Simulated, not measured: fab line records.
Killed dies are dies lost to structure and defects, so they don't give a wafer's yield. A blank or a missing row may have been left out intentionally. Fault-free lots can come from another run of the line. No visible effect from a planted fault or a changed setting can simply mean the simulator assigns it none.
8D (eight disciplines) problem report, filled in by code | flow berkeley_cmos170 | the parts of the form that need people (team, actions taken, sign-off) are left out

1. PROBLEM STATEMENT
PSD_OVL at UCB170_PSD_OVL_MEAS_07 reads a mean of -157 nm on 12 wafers of 4 lots; wafers without a fault read 3 nm with a standard deviation of 5.6. That is -29 standard deviations from the usual mean.
First observed at day 9 01:49: wafer L109.1, on overlay-02. The record holds 45 wafers of 15 lots with a number at this step. By rule, "out" or "out of limits" means more than 4 standard deviations away from the usual mean. Any other wafer with a number is counted as sound.

2. WHAT IT IS, AND WHAT IT ISN'T
question                    | is                     | is not
which readings at this step | PSD_OVL                | -
which lots                  | L109, L110, L112, L113 | L100, L101, L102, L103, L104, L106, L111, L115, L119, L121, L999
which wafers of those lots  | all that have a number | -
read on which gauges        | overlay-01, overlay-02 | -
when                        | from day 9 01:49       | up to then (21 sound wafers); but 12 sound wafers of L111, L115, L119, L121 came after

3. WHAT RULES OUT EACH SUSPECT
Counting: a tool at any process step up to the reading remains a suspect when it ran all the lots that are out and ran no sound lot after the first of those.
- the gauge at UCB170_PSD_OVL_MEAS_07 has been ruled out. 2 gauges (overlay-01, overlay-02) read the wafers that are out.
- krf_scanner-01 at UCB170_PSD_EXPOSE_03 (exposes mask PSELECT MOD, target cd 1200 nm): kept. It ran every lot that is out, first L109 (day 9 01:18), and no sound lot after that; its last sound lot up to then is L999 (day 7 04:33).
After counting, what remains is krf_scanner-01 at UCB170_PSD_EXPOSE_03.

4. THE CAUSE (what the simulator had put in)
Scanner matching overlay: krf_scanner-01, from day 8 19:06 on, at UCB170_PSD_EXPOSE_03. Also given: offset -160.
Only this tool survived the counting.

5. SEQUENCE OF EFFECTS, ordered by route
Each row: a reading whose mean over the struck wafers that have a number lies more than 3 standard deviations from the usual. Readings are gone through only where the record gives a usual standard deviation; hours: the median, over the lots, of the time from a lot's start at the first step in this table giving one to that lot's start at this step; sigmas: the change measured in usual standard deviations.
hours | step                   | reading | usual | on struck wafers | change | sigmas
0     | UCB170_PSD_OVL_MEAS_07 | PSD_OVL | 3 nm  | -157             | -160   | -29

6. WHAT WOULD HAVE CAUGHT IT SOONER
The first out-of-limits reading at a measuring or inspecting step in this record came at day 9 01:49, 7 hours after the fault's start at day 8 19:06.
L110, L112, L113, from the lots that are out (4), started UCB170_PSD_EXPOSE_03 on krf_scanner-01 later than day 9 01:49. A hold on the tool at that time would have spared those 3.
